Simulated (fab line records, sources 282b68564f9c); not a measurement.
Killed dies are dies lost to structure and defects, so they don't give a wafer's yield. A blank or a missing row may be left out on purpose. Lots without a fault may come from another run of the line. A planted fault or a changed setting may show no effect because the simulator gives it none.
A struck lot beside a sound one | flow rit_cmos | 44 steps out of a route of 202
Sound: wafers L223.1, L223.3, L223.5. Struck: wafers L225.1, L225.3, L225.6. The cause comes at the end.
At each step with rows: each side's tool, then ch and its chambers, then its first start. Under that, the readings that differ: sound wafers | struck wafers | difference of the means | sigmas: that difference in standard deviations of wafers without a fault.
alike: readings whose means differ by less than 2 such deviations, and words and numbers that are the same on both sides. not compared: withheld readings, readings that some wafer has no value for, bounds like >300 that may hide the same value, and numbers for which the record gives no deviation and whose values overlap.
The two part at a step that has a row with sigmas, a row that says differs or no value, or rows on one side only. Numbers that don't overlap but have no deviation are shown without sigmas and don't part them. A reading that every wafer of one side lacks parts them only if that side has two wafers or more.

first, 2 steps without rows for these wafers: RIT_NLDD_HARDBAKE_07 (time 60 s); RIT_NLDD_IMPLANT_08.
RIT_NLDD_STRIP_09: strips in O2, time 180 s.
  sound on plasma_asher-01 ch 1, day 5 05:34; struck on plasma_asher-01 ch 0, day 5 15:58
  alike: drypump_motor_current_A
  not compared: rf_hours_counter_h
RIT_NLDD_TW_MEAS_10:
  sound on film_metro-01, day 5 05:44; struck on film_metro-01, day 5 16:09
  alike: NLDD_TW
then, 6 steps without rows for these wafers: RIT_PLDD_HMDS_00 (prime time 60 s); RIT_PLDD_COAT_01 (resist thk 1000 nm); RIT_PLDD_SOFTBAKE_02 (time 60 s); RIT_PLDD_EXPOSE_03 (exposes mask M8, target cd 40900 nm); RIT_PLDD_PEB_04; RIT_PLDD_DEVELOP_05 (develop time 50 s).
RIT_PLDD_OVL_MEAS_06:
  sound on overlay-02, day 5 06:39; struck on overlay-01, day 5 17:04
  alike: PLDD_OVL
then, 1 step without rows for these wafers: RIT_PLDD_HARDBAKE_07 (time 60 s).
RIT_PLDD_IMPLANT_08:
  sound on implanter-04 ch 0, day 5 06:50; struck on implanter-04 ch 0, day 5 17:14
  reading            | sound                         | struck                        | difference | sigmas
  dose_ions_cm2      | 8.992e+14 8.997e+14 9.009e+14 | 6.353e+14 6.342e+14 6.323e+14 | -2.660e+14 | -99 or more
  faraday_current_uA | 2794 2803 2797                | 2007 2000 2022                | -788       | -13
  alike: beam_on_s
RIT_PLDD_STRIP_09: strips in O2, time 180 s.
  sound on plasma_asher-02 ch 0,1, day 5 06:59; struck on plasma_asher-02 ch 0,1, day 5 17:23
  alike: drypump_motor_current_A
  not compared: rf_hours_counter_h
RIT_PLDD_TW_MEAS_10:
  sound on film_metro-03, day 5 07:10; struck on film_metro-04, day 5 17:34
  reading | sound          | struck         | difference | sigmas
  PLDD_TW | 2371 2370 2366 | 2115 2127 2120 | -248       | -8
then, 4 steps without rows for these wafers: RIT_SPACER_CLEAN_00 (cleans in SC1, time 600 s); RIT_SPACER_CLEAN_01 (cleans in dHF, time 28.79 s); RIT_SPACER_CLEAN_02 (cleans in SC2, time 600 s); RIT_SPACER_CVD_03 (deposits Si3N4 from SiH2Cl2/NH3, target thk 250 nm, time 3300 s).
RIT_SPACER_THK_MEAS_04:
  sound on film_metro-01, day 5 09:30; struck on film_metro-03, day 5 19:56
  alike: SPACER_NITRIDE_THK
RIT_SPACER_ETCHBACK_05: etches Si3N4 in SF6/CHF3, stops on SiO2, target depth 250 nm, time 240 s.
  sound on rie_diel-01 ch 1,2, day 5 09:34; struck on rie_diel-04 ch 2,3, day 5 20:00
  alike: drypump_motor_current_A, oes_product_au, throttle_valve_pct
  not compared: rf_hours_counter_h
then, 6 steps without rows for these wafers: RIT_NSD_HMDS_00 (prime time 60 s); RIT_NSD_COAT_01 (resist thk 1000 nm); RIT_NSD_SOFTBAKE_02 (time 60 s); RIT_NSD_EXPOSE_03 (exposes mask M9, target cd 40700 nm); RIT_NSD_PEB_04; RIT_NSD_DEVELOP_05 (develop time 50 s).
RIT_NSD_OVL_MEAS_06:
  sound on overlay-02, day 5 10:41; struck on overlay-02, day 5 21:00
  reading      | sound          | struck      | difference | sigmas
  NSD_OVL (nm) | -2.5 -2.2 -0.8 | 3.3 0.6 2.0 | +3.8       | +3
then, 2 steps without rows for these wafers: RIT_NSD_HARDBAKE_07 (time 60 s); RIT_NSD_IMPLANT_08.
RIT_NSD_STRIP_09: strips in O2, time 180 s.
  sound on plasma_asher-01 ch 0,1, day 5 11:01; struck on plasma_asher-03 ch 0,1, day 5 21:20
  alike: drypump_motor_current_A
  not compared: rf_hours_counter_h
RIT_NSD_TW_MEAS_10:
  sound on film_metro-03, day 5 11:12; struck on film_metro-01, day 5 21:31
  alike: NSD_TW
then, 6 steps without rows for these wafers: RIT_PSD_HMDS_00 (prime time 60 s); RIT_PSD_COAT_01 (resist thk 1000 nm); RIT_PSD_SOFTBAKE_02 (time 60 s); RIT_PSD_EXPOSE_03 (exposes mask M10, target cd 40900 nm); RIT_PSD_PEB_04; RIT_PSD_DEVELOP_05 (develop time 50 s).
RIT_PSD_OVL_MEAS_06:
  sound on overlay-01, day 5 12:07; struck on overlay-02, day 5 22:33
  alike: PSD_OVL
then, 2 steps without rows for these wafers: RIT_PSD_HARDBAKE_07 (time 60 s); RIT_PSD_IMPLANT_08.
RIT_PSD_STRIP_09: strips in O2, time 180 s.
  sound on plasma_asher-04 ch 1, day 5 12:27; struck on plasma_asher-04 ch 0,1, day 5 22:53
  alike: drypump_motor_current_A
  not compared: rf_hours_counter_h
RIT_SDANNEAL_RS_MEAS_06: measures by four-point-probe.
  sound on film_metro-01, day 5 13:22; struck on film_metro-01, day 5 23:47
  reading          | sound             | struck            | difference | sigmas
  PLDD_RS (ohm/sq) | 179.4 179.6 179.0 | 215.9 215.6 215.3 | +36.3      | +81
RIT_M1_PROBE_99:
  sound on prober-01, day 5 20:23; struck on prober-01, day 6 09:23
  reading                              | sound                | struck              | difference | sigmas
  model.etest.pmos_turned.r_on_ohm_um  | 3771 3810 3814       | 3546 3544 3589      | -239       |
  model.etest.pmos_0p15.r_on_ohm_um    | 2968 3030 3049       | 2822 2856 2904      | -155       |
  model.etest.pldd.line_ohm_um         | 184.4 182 177.8      | 187.8 184.5 188     | +5.4       |
  model.etest.pmos_turned.drive_ua_um  | 167.8 164.4 168.2    | 180.9 181.7 178.7   | +13.6      |
  model.etest.pmos_0p15.drive_ua_um    | 232.9 232.6 230.7    | 254.8 247.2 248.6   | +18.1      |
  model.etest.pmos_0p15.off_log10_a_um | -10.76 -10.94 -10.94 | -10.21 -10.53 -10.5 | +0.47      |
  alike: killed_at_M0_to_M3, killed_at_contacts, killed_at_front_end, killed_dies, killed_on_rim, killed_open, killed_short
  not compared: model.etest.pmos_0p3.r_on_ohm_um, model.etest.pldd.rs_ohm_sq

WHERE THEY PART
First at RIT_PLDD_IMPLANT_08; last, within this record, at RIT_SDANNEAL_RS_MEAS_06. Later steps at which nothing parts them and some readings are alike: RIT_M1_PROBE_99.

WHY: what the simulator had put in
Process parameter drift: implanter-04, from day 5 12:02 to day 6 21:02, at RIT_PLDD_IMPLANT_08. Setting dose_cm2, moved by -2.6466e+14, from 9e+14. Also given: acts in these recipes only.
